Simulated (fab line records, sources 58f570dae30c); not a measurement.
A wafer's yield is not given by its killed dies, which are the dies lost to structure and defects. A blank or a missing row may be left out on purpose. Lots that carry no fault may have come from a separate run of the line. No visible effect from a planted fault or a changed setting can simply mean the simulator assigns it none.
2 desks, one fault -- flow berkeleyCmos170 -- every desk sees just its own numbers, and what lay behind them comes last

## AT THE METROLOGY DESK
What the gauges read for every lot (on any tool): the sampled wafers with a number, averaged. A lot is out of limits, marked OUT, if its mean lies more than 4 standard deviations from the usual mean; the brackets give that distance.
Columns: A = PFIELD_OVL at UCB170_PFIELD_OVL_MEAS_06, usual 5 nm; B = PFIELD_TW at UCB170_PFIELD_TW_MEAS_09, usual 607; C = FIELD_OXIDE_THK at UCB170_FIELD_THK_MEAS_02, usual 562 nm; D = FIELD_OXIDE_LEFT_1_THK at UCB170_FIELD_THK_MEAS_90, usual 445 nm
lot,first seen here,A,B,C,D
L196,day 5 04:02,-7,594,574,457
L200,day 5 20:25,6,595,549,431
L208,day 7 09:27,3,614,601,484
L207,day 7 09:34,13,607,603,487
L213,day 8 13:11,6,594,539,422
L215,day 8 23:58,-0,619,561,442
This desk found nothing out of limits on any of the 6 lots.

## TOOL OWNER'S DESK, furnace-01
The tool's own readings at UCB170_FIELD_OXIDATION_01 (target thk 558.3 nm, ox time 7200 s): means of the sampled wafers that have a number, for each lot that ran on this tool. A lot is out of limits, marked OUT, if its mean lies more than 4 standard deviations from the usual mean; the brackets give that distance.
Columns: A = spikeTcCentreC at UCB170_FIELD_OXIDATION_01, usual 1001.8 C; B = spikeTcLoadC at UCB170_FIELD_OXIDATION_01, usual 1024.4 C; C = spikeTcSourceC at UCB170_FIELD_OXIDATION_01, usual 1023.2 C; D = tubeCenterTempC at UCB170_FIELD_OXIDATION_01, usual 999.99 C; E = tube_center_temp_C_max at UCB170_FIELD_OXIDATION_01, usual 1002.6
lot,first seen here,A,B,C,D,E
L196,day 5 08:22,1004.2,1025.4,1023.4,1000.02,1002.6
L207,day 7 10:39,1010.2 (+6.0) OUT,1033.5,1031.9,1008.03 (+98) OUT,1010.6 (+18) OUT
L208,day 7 10:39,1010.8 (+6.4) OUT,1033.8,1030.9,1008.00 (+98) OUT,1010.4 (+17) OUT
This desk's verdict: out of limits on L207, L208, starting with L207 at day 7 10:39 (spikeTcCentreC at UCB170_FIELD_OXIDATION_01). Within limits: L196.

## TAKEN TOGETHER
An alarm could have come from the tool owner's desk at day 7 10:39, on L207, L208.
From the metrology desk's view, nothing was out of limits.
The metrology desk holds a record of L207, L208, inside its limits.
On furnace-01, each named lot ran UCB170_FIELD_OXIDATION_01.

## WHAT HAD BEEN PUT IN BY THE SIMULATOR
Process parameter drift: furnace-01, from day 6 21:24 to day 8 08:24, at UCB170_FIELD_OXIDATION_01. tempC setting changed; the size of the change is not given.
Lots struck among those shown: L207, L208.
How many hours passed from the start of the fault until each desk's first out-of-limits reading: the tool owner's desk, 13.
